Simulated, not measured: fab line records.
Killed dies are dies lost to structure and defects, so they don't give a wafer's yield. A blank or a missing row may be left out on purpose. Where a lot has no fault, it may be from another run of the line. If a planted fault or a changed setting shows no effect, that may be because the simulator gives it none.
Comparing a struck lot with a sound one	flow rit-cmos	28 out of 202 route steps
Sound: wafers L722.1, L722.3, L722.4. Wafers struck: L730.2, L730.3, L730.4. Last of all comes the cause.
For every step that has rows: the tool of each side, followed by ch and its chambers, followed by its first start. Under that, the readings that differ: sound wafers	struck wafers	difference of the means	sigmas: that difference in standard deviations of wafers without a fault.
alike: same words and numbers on both sides, and readings whose means sit less than 2 such deviations apart. not compared: any withheld reading, any reading some wafer has no value for, any bound like >300 that may hide the same value, and any number with overlapping values for which the record gives no deviation.
A row with sigmas, a row that says differs or no value, or rows on one side alone: a step with any of these is where the two part. Numbers that have no deviation but don't overlap get no sigmas and don't part them. Lack of a reading on every wafer of one side parts them only where that side has two or more wafers.

RIT_ACTIVE_BOW_MEAS_00:
  sound: film-metro-03 at day 1 10:00; struck: film-metro-03 at day 3 02:01
  alike: INCOMING_BOW
RIT_ACTIVE_OXIDATION_01: target thk 46.8 nm, ox time 3360 s.
  sound on furnace-04 ch 0, day 1 11:37; struck on furnace-04 ch 0, day 3 03:06
reading	sound	struck	difference	sigmas
model.SiO2_of_ACTIVE_OXIDATION_01.thk-nm (nm)	43.44 43.41 43.68	49.3 49.74 49.62	+6.0	
  alike: ox-temp-c, spike-tc-source-C
RIT_ACTIVE_THK_MEAS_02:
  sound: film-metro-02 at day 1 13:33; struck: film-metro-02 at day 3 05:02
reading	sound	struck	difference	sigmas
ACTIVE_OXIDE_THK (nm)	43.4 43.4 43.7	49.3 49.7 49.6	+6.0	+8
then, 1 step without rows for these wafers: RIT_ACTIVE_CVD_03 (deposits Si3N4 from SiH2Cl2/NH3, target thk 150 nm, time 1500 s).
RIT_ACTIVE_THK_MEAS_04:
  sound: film-metro-03 at day 1 15:02; struck: film-metro-03 at day 3 07:13
  alike: ACTIVE_NITRIDE_THK
then, 6 steps without rows for these wafers: RIT_ACTIVE_HMDS_05 (prime time 60 s); RIT_ACTIVE_COAT_06 (resist thk 1000 nm); RIT_ACTIVE_SOFTBAKE_07 (time 60 s); RIT_ACTIVE_EXPOSE_08 (exposes mask M1, target cd 1400 nm); RIT_ACTIVE_PEB_09; RIT_ACTIVE_DEVELOP_10 (develop time 50 s).
RIT_ACTIVE_CD_MEAS_11: the cd target is 1400 nm.
  sound: cd-sem-01 at day 1 16:14; struck: cd-sem-02 at day 3 08:08
  alike: cd-nm
then, 1 step without rows for these wafers: RIT_ACTIVE_HARDBAKE_12 (time 60 s).
RIT_ACTIVE_ETCH_13: etches Si3N4 in SF6, stops on SiO2, time 210 s, target depth 210 nm.
  sound on rie-diel-04 ch 0,1, day 1 16:31; struck on rie-diel-01 ch 0,2,3, day 3 08:23
  alike: drypump-motor-current-A, oes-product-au, throttle-valve-pct
  not compared: rf-hours-counter-h
RIT_ACTIVE_STRIP_14: strips in O2, time 180 s.
  sound on plasma-asher-02 ch 0,1, day 1 16:38; struck on plasma-asher-04 ch 0,1, day 3 08:32
  alike: drypump-motor-current-A, rf-refl-power-W
  not compared: rf-hours-counter-h
RIT_ACTIVE_CD_MEAS_90: the cd target is 1400 nm.
  sound: cd-sem-02 at day 1 16:49; struck: cd-sem-02 at day 3 08:43
  alike: cd-nm
then, 4 steps without rows for these wafers: RIT_ACTIVE_CLEAN_15 (cleans in SC1, time 600 s); RIT_ACTIVE_CLEAN_16 (cleans in dHF, time 30 s); RIT_ACTIVE_CLEAN_17 (cleans in SC2, time 600 s); RIT_FOX1_OXIDATION_00 (target thk 350.7 nm, ox time 1130 s).
RIT_FOX1_THK_MEAS_01:
  sound: film-metro-02 at day 1 19:08; struck: film-metro-02 at day 3 13:47
  alike: FOX1_OXIDE_THK
then, 2 steps without rows for these wafers: RIT_FOX1_WET_ETCH_02 (etches SiO2 in BOE, target depth 350 nm, time 390 s); RIT_FOX2_OXIDATION_00 (target thk 350.7 nm, ox time 1130 s).
RIT_FOX2_THK_MEAS_01:
  sound: film-metro-03 at day 1 21:22; struck: film-metro-01 at day 3 18:34
  alike: FOX2_OXIDE_THK
then, 1 step without rows for these wafers: RIT_FOX2_CLEAN_02 (cleans in dHF, time 180 s).
RIT_FOX2_WET_ETCH_03: etches Si3N4 in H3PO4, target depth 195 nm, time 2700 s.
  sound on wet-bench-04 ch 1, day 1 21:29; struck on wet-bench-02 ch 0, day 3 18:40
reading	sound	struck	difference	sigmas
model.SiO2_of_ACTIVE_OXIDATION_01.thk-nm (nm)	38.44 38.41 38.65	43.88 43.91 43.78	+5.36	
  alike: temp-c
RIT_FOX2_THK_MEAS_90:
  sound: film-metro-04 at day 1 22:19; struck: film-metro-01 at day 3 19:30
  alike: FIELD_OXIDE_LEFT_1_THK
RIT_M1_PROBE_99:
  sound: prober-01 at day 3 15:51; struck: prober-01 at day 5 16:34
  alike: killed-at-contacts, killed-at-front-end, killed-dies, killed-open, killed-short

WHERE THEY PART
RIT_ACTIVE_THK_MEAS_02 only, going by this record. Later steps at which nothing parts them and some readings are alike: RIT_ACTIVE_THK_MEAS_04, RIT_ACTIVE_CD_MEAS_11, RIT_ACTIVE_ETCH_13, RIT_ACTIVE_STRIP_14, RIT_ACTIVE_CD_MEAS_90, RIT_FOX1_THK_MEAS_01, RIT_FOX2_THK_MEAS_01, RIT_FOX2_WET_ETCH_03, RIT_FOX2_THK_MEAS_90, RIT_M1_PROBE_99.

WHY: what the simulator had put in
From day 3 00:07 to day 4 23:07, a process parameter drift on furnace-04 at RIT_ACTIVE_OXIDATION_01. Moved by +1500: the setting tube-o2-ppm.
